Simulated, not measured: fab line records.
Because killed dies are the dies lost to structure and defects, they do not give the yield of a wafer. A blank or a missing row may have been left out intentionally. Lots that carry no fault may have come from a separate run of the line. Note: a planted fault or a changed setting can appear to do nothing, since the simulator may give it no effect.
Which tool is to blame? | flow rit_cmos | Sampling: 14 lots, 42 wafers, 2 of 202 route steps

== WHAT THE GAUGES READ, wafer by wafer ==
No reading from a measuring or inspecting step in the record can be judged against a usual standard deviation.

== TOOL THAT RAN EACH LOT (tool first, then ch and the chambers of the sampled wafers, then the start) ==
lot  | RIT_NSD_SOFTBAKE_02              | RIT_M1_PROBE_99
L180 | litho_track-01 ch 0, day 3 09:44 | -
L181 | litho_track-01 ch 0, day 3 14:31 | -
L182 | litho_track-02 ch 0, day 3 19:04 | -
L183 | litho_track-01 ch 0, day 3 23:16 | -
L185 | litho_track-01 ch 0, day 4 10:38 | -
L188 | litho_track-04 ch 0, day 5 01:02 | -
L189 | litho_track-01 ch 0, day 5 07:08 | -
L190 | litho_track-02 ch 0, day 5 14:01 | prober-02, day 6 00:43
L192 | litho_track-02 ch 0, day 5 22:17 | -
L196 | litho_track-04 ch 0, day 6 16:32 | -
L197 | litho_track-02 ch 0, day 6 22:40 | -
L198 | litho_track-02 ch 0, day 7 01:54 | -
L200 | litho_track-02 ch 0, day 7 11:47 | -
L201 | litho_track-02 ch 0, day 7 17:47 | -
- RIT_NSD_SOFTBAKE_02: time 60 s.
- RIT_M1_PROBE_99

== AS READ BY THE TOOLS THEMSELVES (means over the sampled wafers that have a number; for cases with no such wafer, the mark the record gives instead) ==
RIT_NSD_SOFTBAKE_02. Usual: heater_power_total_W 34.56 W, standard deviation 0.055; plate_temp_C 89.95 C, standard deviation 0.12; resist_line_temp_C 23.01 C, standard deviation 0.12.
lot  | tool           | heater_power_total_W (W) | plate_temp_C (C) | resist_line_temp_C (C) | flag
L180 | litho_track-01 | 34.54                    | 90.02            | 22.94                  |
L181 | litho_track-01 | 34.58                    | 89.96            | 22.99                  |
L182 | litho_track-02 | 34.54                    | 89.83            | 22.97                  |
L183 | litho_track-01 | 34.58                    | 89.96            | 23.07                  |
L185 | litho_track-01 | 35.24                    | 91.07            | 22.98                  | OFF
L188 | litho_track-04 | 34.56                    | 89.99            | 22.91                  |
L189 | litho_track-01 | 35.13                    | 91.19            | 23.19                  | OFF
L190 | litho_track-02 | 34.58                    | 89.92            | 23.01                  |
L192 | litho_track-02 | 34.58                    | 89.88            | 23.14                  |
L196 | litho_track-04 | 34.61                    | 89.93            | 22.91                  |
L197 | litho_track-02 | 34.57                    | 90.08            | 22.96                  |
L198 | litho_track-02 | 34.56                    | 90.06            | 23.01                  |
L200 | litho_track-02 | 34.55                    | 90.08            | 22.87                  |
L201 | litho_track-02 | 34.57                    | 89.82            | 22.84                  |

RIT_M1_PROBE_99. Usual: killed_at_M0_to_M3 0.0, standard deviation 0.22; killed_at_contacts 0.0, standard deviation 0.18; killed_at_front_end 7, standard deviation 3.1; killed_dies 7, standard deviation 3.1; killed_open 3.2, standard deviation 2.1; killed_short 3.4, standard deviation 2.
lot  | tool      | killed_at_M0_to_M3 | killed_at_contacts | killed_at_front_end | killed_dies | killed_open | killed_short | flag
L190 | prober-02 | 0.0                | 0.3                | 6                   | 6           | 3.0         | 3.3          |

== THE ANSWER, worked out from the rows above alone ==
Rule: a lot counts as off when the mean over its wafers that have a number is more than 3 standard deviations away from the usual mean. A lot without any number at a reading at which 4 lots or more have one is off too. Any other lot the step has rows for is counted as sound. After the gauges, taken in route order, come the tools' own readings; for these a lot's mean is taken, as printed above. The first step at which some lot is off is used, and at that step the reading that is off furthest; a lot without a number counts as furthest.
Off: L185, L189, at RIT_NSD_SOFTBAKE_02 (heater_power_total_W).
If a tool, at that step or one of the process steps before it, ran each lot that is off and ran no sound lot following the first of them, it fits. One fits: litho_track-01 at RIT_NSD_SOFTBAKE_02. Its last sound lot is L183 (day 3 23:16), its first lot that is off L185 (day 4 10:38): a fault that began between those two fits.
The tool's own readings at RIT_NSD_SOFTBAKE_02 bear it out: on the lots that are off they differ by more than 5 times the standard deviation of the sound lots' means. heater_power_total_W reads 35.19 W there against 34.57 W on the sound lots; plate_temp_C reads 91.13 C there against 89.96 C on the sound lots.

== WHAT WAS PUT IN BY THE SIMULATOR ==
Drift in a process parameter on litho_track-01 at RIT_NSD_SOFTBAKE_02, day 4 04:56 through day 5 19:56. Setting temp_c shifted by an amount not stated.
Shown lots that were struck: L185, L189. Same finding as the rule above.
